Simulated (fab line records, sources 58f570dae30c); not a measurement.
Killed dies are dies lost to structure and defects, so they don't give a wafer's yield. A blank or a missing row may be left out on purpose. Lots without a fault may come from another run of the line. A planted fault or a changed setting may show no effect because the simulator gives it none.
fab line records | flow berkeley_cmos170
record lots=6 wafers=16 last_day=14
route steps=331 shown V1@260 M2@271 M3@331
lots that met no fault: from a run of the same line without faults
start_h: hours from the record's first day to the start of the lot's first wafer shown | wait_h: hours since the lot's step before | " the same as in the row above | L1.1+2: a row that stands for several wafers | - no value, or no start given | * or withheld: withheld | < > ~ a bound
route shown NAME@n: a module of which the file shows steps, and the number in the route of the first | usual: mean/standard deviation of fault-free wafers | same: alike in all rows | chamber/n: place in a boat | sites: the reading at each site | _std_site: their standard deviation | _edge_site: outer sites' mean less inner sites' | radius_mm: how far each site lies from the wafer's centre | mask NAME#n: copy n | behind: the tool/chamber that last shaped the wafer | hold: why the lot was held/for how many hours/how that ended | device: the transistor (n, p or np) that didn't switch | end of line: the same wafers' tests at the end of the route | a step without rows: its recipe alone | killed: dies lost to structure and defects at the first sort, not the wafer's yield | map: a wafer's dies, x killed, . not, _ none there
set.NAME: the setting as run; set.NAME@STEP: as run at that earlier step | model.NAME: the simulator's own value behind a step, which no gauge read
lots at some steps of the route; a table a step, a row a wafer
services: from which hour (start_h, from the record's first day; less than 0 if before it) a tool's chamber was out of use, for how many hours, and why
## steps
# step UCB170_V1_HMDS_06
# recipe prime_time_s=60 prime_temp_c=100
# step UCB170_V1_COAT_07
# recipe resist=KrF spin_rpm=1500 resist_thk_nm=900
# step UCB170_V1_SOFTBAKE_08
# recipe resist=KrF temp_c=130 time_s=60
# step UCB170_V1_EXPOSE_09
# recipe mask_id=VIA1 target_cd_nm=700 na=0.5 sigma_outer=0.6 source_shape=conventional dose_mj=37
# step UCB170_V1_PEB_10
# recipe peb_temp_c=130 peb_time_s=withheld resist=KrF
# step UCB170_V1_DEVELOP_11
# recipe developer=TMAH develop_time_s=45 resist=KrF dev_temp_c=21
# step UCB170_V1_CD_MEAS_12
# recipe target_cd_nm=700
# usual cd_nm=700.1/1.3
# columns lot.wafer tool chamber start_h wait_h cd_nm
L512.1 cd_sem-01 - 196.97 - 699.3
L512.3 " - " " 698.6
L512.6 " - " " 699.6
L520.2 cd_sem-02 - 238.60 - 702.1
L520.4 " - " " 700.9
L520.6 " - " " 701.0
L526.2 cd_sem-01 - 278.26 - 699.9
L529.1 cd_sem-01 - 286.57 - 699.3
L529.2 " - " " 699.4
L529.6 " - " " 698.2
L527.1 cd_sem-01 - 287.86 - 699.6
L527.2 " - " " 700.2
L527.4 " - " " 701.4
L534.3 cd_sem-02 - 320.22 - 699.2
L534.5 " - " " 701.4
L534.6 " - " " 701.0
# step UCB170_V1_OVL_MEAS_13
# usual V1_OVL=2/5
# columns lot.wafer tool chamber start_h wait_h V1_OVL[nm]
L512.1 overlay-02 - 197.09 0.1 -3
L512.3 " - " " 4
L512.6 " - " " 2
L520.2 overlay-01 - 238.71 0.1 -1
L520.4 " - " " -4
L520.6 " - " " -3
L526.2 overlay-01 - 278.36 0.1 1
L529.1 overlay-02 - 286.69 0.1 3
L529.2 " - " " -1
L529.6 " - " " 4
L527.1 overlay-01 - 287.98 0.1 8
L527.2 " - " " 5
L527.4 " - " " 3
L534.3 overlay-01 - 320.31 0.1 8
L534.5 " - " " 5
L534.6 " - " " 1
# step UCB170_V1_ETCH_14
# recipe chemistry=CHF3/CF4/Ar target=SiO2 stop_on=Al CHF3_flow_sccm=45 cf4_flow_sccm=15 Ar_flow_sccm=150 pressure_mtorr=200 rf_w=700 target_depth_a=12500 over_etch_frac=0.25 time_s=291
# usual chamber_pressure_mTorr=200.01/0.19 drypump_motor_current_A=6.0/0.41 oes_product_au=0.874/0.015 rf_fwd_power_W=698.4/2.2 throttle_valve_pct=6.95/0.11
# same time_s=291
# columns lot.wafer tool chamber start_h wait_h chamber_pressure_mTorr drypump_motor_current_A oes_product_au rf_fwd_power_W rf_hours_counter_h throttle_valve_pct
L512.1 rie_diel-01 0 197.12 0.0 200.08 6.6 0.886 694.7 5 7.11
L512.3 " 1 " " 199.79 5.5 0.879 696.7 13 7.04
L512.6 " 1 " " 200.06 5.5 0.885 701.0 - 7.05
L520.2 rie_diel-04 1 238.74 0.0 200.02 6.6 0.880 699.3 63 6.97
L520.4 " 3 " " 199.99 6.3 0.867 698.1 50 7.10
L520.6 " 1 " " 200.07 6.5 0.878 703.0 - 6.94
L526.2 rie_diel-04 3 278.39 0.0 199.73 6.3 0.868 698.6 51 7.09
L529.1 rie_diel-04 1 286.72 0.0 200.13 6.6 0.893 700.6 65 6.95
L529.2 " 2 " " 199.80 6.3 0.877 697.2 5 6.73
L529.6 " 1 " " 199.96 6.6 0.882 699.9 - 6.95
L527.1 rie_diel-04 3 288.02 0.0 199.68 6.3 0.863 699.5 52 7.09
L527.2 " 1 " " 200.17 6.5 0.887 699.7 65 6.94
L527.4 " 2 " " 199.92 6.4 0.872 698.3 5 6.74
L534.3 rie_diel-04 2 320.33 0.0 199.77 6.4 0.883 695.9 7 6.73
L534.5 " 1 " " 199.80 6.6 0.873 698.8 - 6.96
L534.6 " 2 " " 200.04 6.4 0.868 696.7 - 6.74
# step UCB170_V1_STRIP_15
# recipe chemistry=O2 power_w=400 pressure_mtorr=3500 platen_temp_c=withheld o2_flow_sccm=400 overash_fraction=0.5
# usual chamber_pressure_mTorr=3499.5/3 drypump_motor_current_A=6.0/0.31 oes_product_au=0.721/0.0047 strip_time_to_endpoint_s=15.29/0.12
# columns lot.wafer tool chamber start_h wait_h chamber_pressure_mTorr drypump_motor_current_A oes_product_au rf_hours_counter_h strip_time_to_endpoint_s
L512.1 plasma_asher-02 0 197.30 0.1 3492.8 6.2 0.718 39 15.30
L512.3 " 1 " " 3503.7 5.7 0.718 - 15.23
L512.6 " 0 " " 3495.7 6.2 0.718 - 15.23
L520.2 plasma_asher-02 1 238.92 0.1 3499.2 5.7 0.721 43 15.36
L520.4 " 0 " " 3500.0 6.2 0.727 - 15.37
L520.6 " 0 " " 3500.9 6.2 0.724 - 15.36
L526.2 plasma_asher-01 0 278.57 0.1 3499.5 6.4 0.718 53 15.32
L529.1 plasma_asher-02 1 286.90 0.1 3498.4 5.7 0.716 47 15.16
L529.2 " 0 " " 3495.7 6.2 0.729 47 15.26
L529.6 " 0 " " 3500.4 6.2 0.722 - 15.17
L527.1 plasma_asher-02 0 288.19 0.1 3501.2 6.2 0.723 48 15.43
L527.2 " 1 " " 3501.7 5.7 0.722 48 15.19
L527.4 " 1 " " 3499.0 5.7 0.722 - 15.37
L534.3 plasma_asher-02 1 320.54 0.1 3495.7 5.7 0.719 - 15.32
L534.5 " 0 " " 3500.6 6.2 0.727 - 15.20
L534.6 " 1 " " 3496.1 5.7 0.717 - 15.22
# step UCB170_V1_CD_MEAS_90
# recipe target_cd_nm=700
# usual cd_nm=700.4/1.5
# columns lot.wafer tool chamber start_h wait_h cd_nm
L512.1 cd_sem-02 - 197.40 0.1 699.4
L512.3 " - " " 698.1
L512.6 " - " " 699.4
L520.2 cd_sem-01 - 239.04 0.1 703.7
L520.4 " - " " 701.3
L520.6 " - " " 702.1
L526.2 cd_sem-02 - 278.69 0.1 700.5
L529.1 cd_sem-02 - 287.00 0.1 699.1
L529.2 " - " " 699.6
L529.6 " - " " 698.6
L527.1 cd_sem-02 - 288.29 0.1 699.8
L527.2 " - " " 700.7
L527.4 " - " " 701.3
L534.3 cd_sem-02 - 320.65 0.1 699.4
L534.5 " - " " 701.5
L534.6 " - " " 701.5
# step UCB170_M2_PRE_CLEAN_00
# recipe gas=Ar preclean_etch_time_s=60
# step UCB170_M2_SPUTTER_01
# recipe material=Al target_thk_nm=900 time_s=120 power_w=6000 chamber_pressure_pa=0.5
# usual cathode_dc_power_W=6000.3/1.1 throttle_valve_pct=30.0/1.1
# columns lot.wafer tool chamber start_h wait_h cathode_dc_power_W throttle_valve_pct model.Al_of_M2_SPUTTER_01.thk_nm
L512.1 pvd_sputter-03 - 197.59 0.0 6000.4 30.7 896.1
L512.3 " - " " 5999.7 28.9 887.8
L512.6 " - " " 5999.0 29.2 899.4
L520.2 pvd_sputter-01 - 239.20 0.0 5999.2 29.7 901.5
L520.4 " - " " 5999.0 30.9 909
L520.6 " - " " 5999.2 28.6 897.7
L526.2 pvd_sputter-03 - 278.86 0.0 6001.5 29.2 476.7
L529.1 pvd_sputter-01 - 287.19 0.0 6000.1 28.8 903.3
L529.2 " - " " 5999.8 29.3 890.7
L529.6 " - " " 6001.0 28.6 902.6
L527.1 pvd_sputter-03 - 288.48 0.0 6000.8 29.3 480.7
L527.2 " - " " 5998.5 32.0 927.2
L527.4 " - " " 5998.9 30.4 924.5
L534.3 pvd_sputter-02 - 320.80 0.0 6000.4 28.4 863.4
L534.5 " - " " 5999.9 30.1 877.2
L534.6 " - " " 6001.5 31.7 871
# step UCB170_M2_RS_MEAS_02
# recipe thk_meas_gauge=four-point-probe reads=Al_of_M2_SPUTTER_01
# usual M2_AL_RS=0.0323/0.00051
# columns lot.wafer tool chamber start_h wait_h M2_AL_RS[ohm/sq]
L512.1 film_metro-01 - 197.67 0.0 0.0323
L512.3 " - " " 0.0327
L512.6 " - " " 0.0322
L520.2 film_metro-01 - 239.31 0.1 0.0322
L520.4 " - " " 0.0318
L520.6 " - " " 0.0322
L526.2 film_metro-01 - 278.96 0.1 0.0614
L529.1 film_metro-01 - 287.27 0.0 0.0321
L529.2 " - " " 0.0325
L529.6 " - " " 0.0321
L527.1 film_metro-02 - 288.56 0.0 0.0609
L527.2 " - " " 0.0313
L527.4 " - " " 0.0312
L534.3 film_metro-01 - 320.92 0.1 0.0336
L534.5 " - " " 0.0331
L534.6 " - " " 0.0334
# step UCB170_M2_THK_MEAS_03
# recipe thk_meas_gauge=xrf reads=Al_of_M2_SPUTTER_01
# usual M2_AL_THK=904/14
# columns lot.wafer tool chamber start_h wait_h M2_AL_THK[nm]
L512.1 film_metro-01 - 197.79 0.1 902
L512.3 " - " " 893
L512.6 " - " " 900
L520.2 film_metro-01 - 239.42 0.1 905
L520.4 " - " " 919
L520.6 " - " " 906
L526.2 film_metro-01 - 279.07 0.1 482
L529.1 film_metro-01 - 287.39 0.1 903
L529.2 " - " " 897
L529.6 " - " " 907
L527.1 film_metro-02 - 288.68 0.1 486
L527.2 " - " " 936
L527.4 " - " " 936
L534.3 film_metro-01 - 321.02 0.1 865
L534.5 " - " " 881
L534.6 " - " " 876
# step UCB170_M2_HMDS_04
# recipe prime_time_s=60 prime_temp_c=100
# step UCB170_M2_COAT_05
# recipe resist=KrF spin_rpm=1500 resist_thk_nm=900
# step UCB170_M2_SOFTBAKE_06
# recipe resist=KrF temp_c=130 time_s=60
# step UCB170_M2_STRIP_07
# recipe chemistry=O2 power_w=400 pressure_mtorr=3500 platen_temp_c=withheld o2_flow_sccm=400 overash_fraction=0.5
# usual chamber_pressure_mTorr=3500/3.5 drypump_motor_current_A=5.7/0.51 oes_product_au=0.735/0.0044 strip_time_to_endpoint_s=21.98/0.067
# columns lot.wafer tool chamber start_h wait_h chamber_pressure_mTorr drypump_motor_current_A oes_product_au rf_hours_counter_h strip_time_to_endpoint_s
L512.1 plasma_asher-01 0 198.30 0.1 3504 6.4 0.726 45 22.03
L512.3 " 0 " " 3497 6.4 0.735 - 22.05
L512.6 " 1 " " 3495 5.6 0.732 - 22.07
L520.2 plasma_asher-01 0 239.92 0.1 3501 6.4 0.735 49 21.98
L520.4 " 0 " " 3500 6.5 0.741 - 22.01
L520.6 " 1 " " 3496 5.6 0.733 - 22.00
L526.2 plasma_asher-03 0 279.95 0.1 3495 4.9 0.734 61 21.94
L529.1 plasma_asher-03 1 287.92 0.1 3499 5.3 0.728 62 21.98
L529.2 " 0 " " 3502 4.9 0.735 62 21.92
L529.6 " 0 " " 3498 4.9 0.739 - 21.87
L527.1 plasma_asher-02 1 289.19 0.1 3496 5.7 0.733 48 21.97
L527.2 " 0 " " 3502 6.2 0.730 48 22.06
L527.4 " 0 " " 3504 6.1 0.736 - 21.98
L534.3 plasma_asher-01 1 322.17 0.1 3502 5.6 0.735 - 21.95
L534.5 " 1 " " 3501 5.6 0.730 - 21.97
L534.6 " 0 " " 3505 6.4 0.739 - 22.08
# step UCB170_M2_STRIP_08
# recipe chemistry=DMSO temp_c=80 time_s=600 material=KrF
# step UCB170_M2_COAT_09
# recipe resist=BARC temp_c=withheld time_s=withheld spin_rpm=3000 resist_thk_nm=withheld
# step UCB170_M2_COAT_10
# recipe resist=KrF spin_rpm=1500 resist_thk_nm=900
# step UCB170_M2_SOFTBAKE_11
# recipe resist=KrF temp_c=130 time_s=60
# step UCB170_M2_EXPOSE_12
# recipe mask_id=METAL2 target_cd_nm=700 na=0.5 sigma_outer=0.6 source_shape=conventional dose_mj=26
# step UCB170_M2_PEB_13
# recipe peb_temp_c=130 peb_time_s=withheld resist=KrF
# step UCB170_M2_DEVELOP_14
# recipe developer=TMAH develop_time_s=45 resist=KrF dev_temp_c=21
# step UCB170_M2_CD_MEAS_15
# recipe target_cd_nm=700
# usual cd_nm=700.0/1.1
# columns lot.wafer tool chamber start_h wait_h cd_nm
L512.1 cd_sem-02 - 199.54 - 699.3
L512.3 " - " " 698.4
L512.6 " - " " 699.7
L520.2 cd_sem-02 - 241.23 - 700.8
L520.4 " - " " 699.1
L520.6 " - " " 700.6
L526.2 cd_sem-02 - 281.09 - 699.5
L529.1 cd_sem-02 - 289.16 - 700.3
L529.2 " - " " 700.4
L529.6 " - " " 698.5
L527.1 cd_sem-01 - 290.45 - 698.3
L527.2 " - " " 698.1
L527.4 " - " " 698.1
L534.3 cd_sem-01 - 323.80 - 699.6
L534.5 " - " " 698.9
L534.6 " - " " 699.1
# step UCB170_M2_OVL_MEAS_16
# usual M2_OVL=0/5.4
# columns lot.wafer tool chamber start_h wait_h M2_OVL[nm]
L512.1 overlay-01 - 199.66 0.1 4
L512.3 " - " " 5
L512.6 " - " " 6
L520.2 overlay-02 - 241.33 0.1 -2
L520.4 " - " " -4
L520.6 " - " " -2
L526.2 overlay-02 - 281.19 0.1 -1
L529.1 overlay-01 - 289.28 0.1 -10
L529.2 " - " " -4
L529.6 " - " " -1
L527.1 overlay-02 - 290.57 0.1 8
L527.2 " - " " 0
L527.4 " - " " 0
L534.3 overlay-01 - 323.89 0.1 0
L534.5 " - " " -3
L534.6 " - " " -7
# step UCB170_M2_ETCH_17
# recipe chemistry=N2/H2 target_depth_a=withheld overetch_a=withheld target=BARC time_s=withheld source_w=500 bias_w=100 pressure_mtorr=30 n2_flow_sccm=100 h2_flow_sccm=200
# usual bias_w=99.94/0.28 chamber_pressure_mTorr=29.997/0.025 drypump_motor_current_A=5.8/0.4 oes_product_au=0.997/0.021 rf_fwd_power_W=495.1/1.9 throttle_valve_pct=13.33/0.14
# columns lot.wafer tool chamber start_h wait_h bias_w chamber_pressure_mTorr drypump_motor_current_A oes_product_au rf_fwd_power_W throttle_valve_pct
L512.1 rie_diel-03 3 199.70 0.0 100.38 30.019 6.0 1.046 494.9 13.28
L512.3 " 1 " " 100.31 30.015 5.5 0.991 499.2 13.21
L512.6 " 2 " " 99.74 29.981 6.4 0.981 497.2 13.45
L520.2 rie_diel-01 2 241.36 0.0 100.46 30.002 5.4 1.017 495.3 13.35
L520.4 " 0 " " 100.07 29.979 6.6 1.007 496.0 13.44
L520.6 " 2 " " 100.37 30.002 5.4 1.013 494.6 13.34
L526.2 rie_diel-02 2 281.22 0.0 99.80 29.977 6.0 0.974 495.2 13.11
L529.1 rie_diel-02 0 289.32 0.0 100.38 30.014 5.4 1.010 493.2 13.20
L529.2 " 1 " " 100.09 30.037 5.7 0.966 497.0 13.54
L529.6 " 3 " " 99.87 30.024 5.8 1.013 494.4 13.25
L527.1 rie_diel-03 0 290.61 0.0 99.92 30.005 5.6 0.987 496.8 13.52
L527.2 " 2 " " 99.96 30.040 6.4 0.981 499.5 13.45
L527.4 " 1 " " 99.35 29.992 5.5 0.995 494.6 13.20
L534.3 rie_diel-01 3 323.91 0.0 99.89 29.986 5.9 1.002 495.6 13.26
L534.5 " 3 " " 100.11 30.038 5.9 1.001 494.3 13.26
L534.6 " 1 " " 100.31 29.980 5.5 1.023 496.9 13.39
# step UCB170_M2_METAL_ETCH_18
# recipe chemistry=Cl2/BCl3 target=Al stop_on=SiO2 pressure_mtorr=12 target_depth_a=11700 over_etch_frac=0.3 time_s=195 icp_w=600 bias_w=120 Cl2_flow_sccm=90 bcl3_flow_sccm=45
# usual bias_w=120.0/0.36 chamber_pressure_mTorr=12.001/0.0092 drypump_motor_current_A=5.1/0.49 oes_product_au=0.851/0.014 rf_fwd_power_W=598.1/2 throttle_valve_pct=24.40/0.15
# same time_s=195
# columns lot.wafer tool chamber start_h wait_h bias_w chamber_pressure_mTorr drypump_motor_current_A oes_product_au rf_fwd_power_W rf_hours_counter_h throttle_valve_pct
L512.1 rie_metal-01 0 199.74 - 119.5 11.995 4.7 0.856 598.9 8 24.20
L512.3 " 0 " " 120.4 12.011 4.7 0.854 599.1 - 24.20
L512.6 " 0 " " 119.7 12.007 4.7 0.855 599.5 - 24.18
L520.2 rie_metal-04 0 241.47 - 119.2 12.009 4.8 0.858 597.4 - 24.47
L520.4 " 0 " " 119.5 12.000 4.8 0.869 598.0 - 24.47
L520.6 " 0 " " 120.2 12.013 4.8 0.851 600.3 - 24.47
L526.2 rie_metal-02 1 281.27 - 120.0 11.995 5.7 0.635 595.7 7 24.41
L529.1 rie_metal-04 0 289.36 - 120.0 11.999 4.8 0.838 599.8 0 24.46
L529.2 " 1 " " 120.8 11.997 5.7 0.849 601.4 2 24.67
L529.6 " 0 " " 119.8 11.992 4.8 0.835 598.8 - 24.45
L527.1 rie_metal-02 1 290.65 - 120.2 12.003 5.7 0.639 598.6 7 24.40
L527.2 " 0 " " 120.0 12.007 5.8 0.873 597.0 2 24.57
L527.4 " 1 " " 119.9 11.991 5.6 0.878 601.4 - 24.31
L534.3 rie_metal-01 1 324.02 - 120.2 11.998 4.8 0.818 597.9 - 24.40
L534.5 " 1 " " 120.3 11.996 4.9 0.823 597.6 - 24.39
L534.6 " 0 " " 119.4 11.993 4.7 0.839 599.9 - 24.22
# step UCB170_M2_STRIP_19
# recipe chemistry=O2 power_w=400 pressure_mtorr=3500 platen_temp_c=withheld o2_flow_sccm=400 overash_fraction=0.5
# usual chamber_pressure_mTorr=3500/3.1 drypump_motor_current_A=5.8/0.49 oes_product_au=0.548/0.012
# columns lot.wafer tool chamber start_h wait_h chamber_pressure_mTorr drypump_motor_current_A oes_product_au rf_hours_counter_h
L512.1 plasma_asher-03 1 200.12 0.3 3499 5.3 0.554 53
L512.3 " 0 " " 3502 4.9 0.567 -
L512.6 " 1 " " 3501 5.3 0.567 -
L520.2 plasma_asher-03 0 241.78 0.2 3501 4.9 0.553 58
L520.4 " 1 " " 3498 5.4 0.541 -
L520.6 " 1 " " 3504 5.3 0.545 -
L526.2 plasma_asher-02 0 281.45 0.1 3500 6.2 0.557 47
L529.1 plasma_asher-01 0 289.55 0.1 3507 6.4 0.550 54
L529.2 " 1 " " 3499 5.6 0.530 54
L529.6 " 1 " " 3505 5.6 0.542 -
L527.1 plasma_asher-02 0 290.84 0.1 3502 6.2 0.543 48
L527.2 " 1 " " 3495 5.7 0.559 48
L527.4 " 1 " " 3505 5.7 0.545 -
L534.3 plasma_asher-02 0 324.18 0.1 3495 6.1 0.560 -
L534.5 " 1 " " 3497 5.7 0.565 -
L534.6 " 0 " " 3500 6.2 0.548 -
# step UCB170_M3_PROBE_99
# columns lot.wafer tool chamber start_h wait_h model.etest.antenna_m2.vt_shift_v
L512.1 prober-02 - 205.98 0.1 -0.01716
L512.3 prober-02 - 206.08 0.2 -0.01538
L512.6 prober-02 - 206.23 0.2 -0.01196
L520.2 prober-02 - 247.09 0.1 -0.01131
L520.4 prober-02 - 247.19 0.2 -0.009586
L520.6 prober-02 - 247.29 0.2 -0.01476
L526.2 prober-01 - 287.46 0.1 -0.02382
L529.1 prober-02 - 295.25 0.1 -0.01519
L529.2 prober-02 - 295.30 0.1 -0.01659
L529.6 prober-02 - 295.50 0.2 -0.00921
L527.1 prober-01 - 298.02 0.1 -0.02317
L527.2 prober-01 - 298.07 0.1 -0.01394
L527.4 prober-01 - 298.17 0.2 -0.01161
L534.3 prober-01 - 330.03 0.2 -0.01251
L534.5 prober-01 - 330.13 0.2 -0.01452
L534.6 prober-01 - 330.18 0.2 -0.01558
# killed by level:class
L512.1 SCREENOX:geometric_particle:open=1 SPACER:geometric_particle:open=1 SILICIDE:geometric_particle:open=1
L512.3 SPACER:geometric_particle:short=1 V1:geometric_particle:open=1
L512.6 M1:geometric_particle:short=1
L520.2 FIELD:geometric_particle:open=1 SCREENOX:geometric_particle:short=1 GATE:geometric_particle:open=1 V1:geometric_particle:short=1 M2:geometric_particle:short=1 M3:geometric_particle:open=1
L520.6 FIELD:geometric_particle:short=1 SACOX:geometric_particle:open=1 SILICIDE:geometric_particle:open=1
L529.1 FIELD:geometric_particle:short=2 SCREENOX:geometric_particle:open=1 GATE:geometric_particle:short=1 SPACER:geometric_particle:short=1 SILICIDE:geometric_particle:open=1 M1:geometric_particle:open=1 M2:geometric_particle:short=1
L529.2 SILICIDE:geometric_particle:open=1
L529.6 SCREENOX:geometric_particle:open=1
L534.3 GATE:geometric_particle:open=1 GATE:geometric_particle:short=1 M1:geometric_particle:short=1 V2:geometric_particle:short=1
L534.5 SCREENOX:geometric_particle:short=1 V2:geometric_particle:short=1
L534.6 WELLDRIVE:geometric_particle:short=1 CONTACT:geometric_particle:open=1 M1:geometric_particle:short=1 M2:geometric_particle:short=1
## services
# columns tool chamber start_h hours kind
rie_diel-03 2 175.45 9.5 repair
rie_metal-01 1 189.35 22.4 repair
pvd_sputter-03 - 190.82 4.1 repair
rie_diel-01 - 192.08 0.3 repair
rie_metal-04 1 194.22 - clean
rie_metal-04 1 194.22 13.7 scheduled_down
rie_metal-04 1 194.22 13.7 vent_cycle
rie_metal-04 1 210.89 10.0 repair
rie_diel-01 3 225.61 27.8 repair
rie_metal-04 0 227.77 1.2 repair
plasma_asher-02 - 228.14 2.8 pm
rie_metal-04 1 235.93 9.3 repair
rie_diel-04 3 260.38 18.0 repair
rie_metal-04 0 265.84 - clean
rie_diel-01 1 266.80 3.2 repair
rie_metal-02 - 270.80 2.8 pm
plasma_asher-03 - 275.16 2.8 pm
rie_diel-01 - 276.00 38.0 repair
rie_diel-02 0 296.85 4.4 repair
rie_diel-03 2 297.90 1.6 repair
pvd_sputter-03 - 308.06 1.1 repair
rie_diel-01 2 313.97 - clean
rie_diel-04 0 314.70 5.7 repair
rie_metal-01 - 316.37 1.5 repair
## key
first_sign step=UCB170_M2_RS_MEAS_02 reading=M2_AL_RS direction=up sigmas=56 usual=0.0323 struck=0.0612
effect step=UCB170_M2_THK_MEAS_03 reading=M2_AL_THK direction=down sigmas=30 usual=904 struck=484
effect step=UCB170_M2_METAL_ETCH_18 reading=oes_product_au direction=down sigmas=15 usual=0.851 struck=0.637
model_effect step=UCB170_M2_SPUTTER_01 value=Al_of_M2_SPUTTER_01.thk_nm without=911.6 struck=478.7
model_effect step=UCB170_M3_PROBE_99 value=etest.antenna_m2.vt_shift_v without=-0.01346 struck=-0.02349
met_at UCB170_M2_SPUTTER_01
struck_wafers L526.2,L527.1
sort_left_out L526.2,L527.1
tester_left_out L526
onset_between 197.59 278.86
earlier_fault kind=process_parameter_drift tool=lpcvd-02 chamber=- onset_h=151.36 steps=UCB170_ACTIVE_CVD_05 channel=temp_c offset=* shape=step end_h=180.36 acts_in=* stated=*
fault kind=process_parameter_drift tool=pvd_sputter-03 chamber=- onset_h=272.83 steps=UCB170_M2_SPUTTER_01 channel=time_s offset=* shape=step end_h=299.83 acts_in=* stated=* scope=struck_wafers_only
# tester_left_out: of these lots the tester's yield and bins aren't shown, on N5 and GAA mostly nor the transistor test; their killed dies are dies lost to structure and defects alone, not to doping, threshold or leakage, so they don't give the yield
# sort_left_out: the simulated sort isn't trusted on such a fault, so these wafers' sort isn't shown, and their yield isn't known
